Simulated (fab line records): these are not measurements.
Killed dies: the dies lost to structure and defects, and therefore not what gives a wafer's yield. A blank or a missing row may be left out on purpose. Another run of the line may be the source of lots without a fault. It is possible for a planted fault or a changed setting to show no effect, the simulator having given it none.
The tool behind it: which one? | flow berkeley cmos170 | 21 wafers from 7 lots sampled at 3 of the route's 331 steps

## WHAT EACH GAUGE READ, for each wafer
UCB170_NVT_TW_MEAS_09.
lot  | measured     | on            | NVT_TW
L341 | day 6 19:55  | film metro-02 | 518.3 514.3 513.2
L348 | day 8 01:27  | film metro-04 | 516.9 519.1 520.0
L347 | day 8 01:19  | film metro-02 | 519.2 517.7 518.0
L352 | day 8 20:33  | film metro-04 | 519.6 515.9 517.2
L353 | day 9 10:19  | film metro-02 | 518.9 516.0 519.4
L356 | day 10 00:34 | film metro-01 | 533.1 537.3 538.4
L361 | day 10 15:05 | film metro-02 | 535.2 534.0 534.5

## TOOL THAT RAN EACH LOT (tool first, then ch and the chambers of the sampled wafers, then the start)
lot  | UCB170_PWELL_STRIP_16               | UCB170_NVT_IMPLANT_07
L341 | plasma asher-02 ch 0,1, day 3 20:13 | implanter-03 ch 0, day 6 19:40
L348 | plasma asher-01 ch 0,1, day 4 22:27 | implanter-04 ch 0, day 8 01:15
L347 | plasma asher-02 ch 0,1, day 4 22:45 | implanter-02 ch 0, day 8 01:05
L352 | plasma asher-01 ch 0, day 5 18:32   | implanter-03 ch 0, day 8 20:19
L353 | plasma asher-04 ch 0,1, day 6 06:50 | implanter-02 ch 0, day 9 10:04
L356 | plasma asher-01 ch 0,1, day 6 19:39 | implanter-02 ch 0, day 10 00:21
L361 | plasma asher-02 ch 0,1, day 7 14:22 | implanter-02 ch 0, day 10 14:52
- UCB170_PWELL_STRIP_16: strips in O2.
- UCB170_NVT_IMPLANT_07

## THE ANSWER, worked out from the rows above alone
Rule: the usual values come from the lots themselves. The widest of any qualifying gaps counts: lots, ordered by their means at a reading, are off when they make up no more than a third of the lots, leave a main group of 4 or more, and stand apart from it by 3 or more times the standard deviation of that group's means. A main group is skipped when, at the precision printed for the reading in the tables above, its means are all equal. Also off: a lot with no number at a reading for which 4 or more lots have one. The other lots that the step has rows for count as sound.
Off: L356, L361, at UCB170_NVT_TW_MEAS_09 (NVT_TW). Main group: mean 517.6, sd 1.2.
If a tool, at a process step before that reading, ran all the lots that are off and no sound lot after the first of them, it fits. Gauges at UCB170_NVT_TW_MEAS_09: tried the same way as those tools. One candidate fits, namely implanter-02 at UCB170_NVT_IMPLANT_07. Its last sound lot is L353 (day 9 10:04), its first lot that is off L356 (day 10 00:21): a fault that began between those two fits.

## WHAT WAS PUT IN BY THE SIMULATOR
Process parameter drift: implanter-02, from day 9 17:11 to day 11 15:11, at UCB170_NVT_IMPLANT_07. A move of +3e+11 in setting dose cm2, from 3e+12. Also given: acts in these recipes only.
Shown lots that were struck: L356, L361. The rule given above showed the same thing.
